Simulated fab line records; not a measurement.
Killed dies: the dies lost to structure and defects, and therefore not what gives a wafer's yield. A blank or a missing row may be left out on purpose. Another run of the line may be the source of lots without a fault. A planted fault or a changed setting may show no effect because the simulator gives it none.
A single fault, viewed from 2 desks | flow berkeleyCmos170 | each desk holds nothing but its own numbers, with what lay behind them at the end

== THE TOOL OWNER'S DESK: lithoTrack-03 ==
The tool's own readings at UCB170_PWELL_DEVELOP_12 (develop time 45 s): means of the sampled wafers that have a number, for each lot that ran on this tool. Marked OUT: a lot whose mean sits more than 4 standard deviations from the usual mean, which makes it out of limits; the brackets give that distance.
Columns: A = chillPlateTempC at UCB170_PWELL_DEVELOP_12, usual 22.99 C
lot  | first seen here | A
L230 | day 6 12:00     | 23.15
L237 | day 8 04:00     | 23.00
This desk found nothing out of limits on any of the 2 lots.

== AT THE METROLOGY DESK ==
Means of the sampled wafers that have a number, per lot and without regard to the tool the lot ran on: this is what the gauges read. Marked OUT: a lot whose mean sits more than 4 standard deviations from the usual mean, which makes it out of limits; the brackets give that distance.
Columns: A = PWELL_OXIDE_THK at UCB170_PWELL_THK_MEAS_03, usual 26.6 nm; B = PWELL_NITRIDE_THK at UCB170_PWELL_THK_MEAS_06, usual 221.8 nm; C = PWELL_OVL at UCB170_PWELL_OVL_MEAS_13, usual 2 nm
lot  | first seen here | A    | B     | C
L222 | day 4 16:28     | 26.1 | 222.5 | -1
L230 | day 6 02:15     | 26.6 | 221.2 | 5
L231 | day 6 16:41     | 26.5 | 219.6 | -
L232 | day 6 16:42     | 26.0 | 219.6 | -
L233 | day 7 02:19     | 26.6 | 220.1 | -
L236 | day 7 08:37     | 27.2 | 220.9 | -10
L237 | day 7 18:35     | 26.8 | 220.4 | 1
This desk found nothing out of limits on any of the 7 lots.

== BROUGHT TOGETHER ==
The tool owner's desk saw nothing out of limits.
At the metrology desk, nothing out of limits was observed.

== WHAT HAD BEEN PUT IN BY THE SIMULATOR ==
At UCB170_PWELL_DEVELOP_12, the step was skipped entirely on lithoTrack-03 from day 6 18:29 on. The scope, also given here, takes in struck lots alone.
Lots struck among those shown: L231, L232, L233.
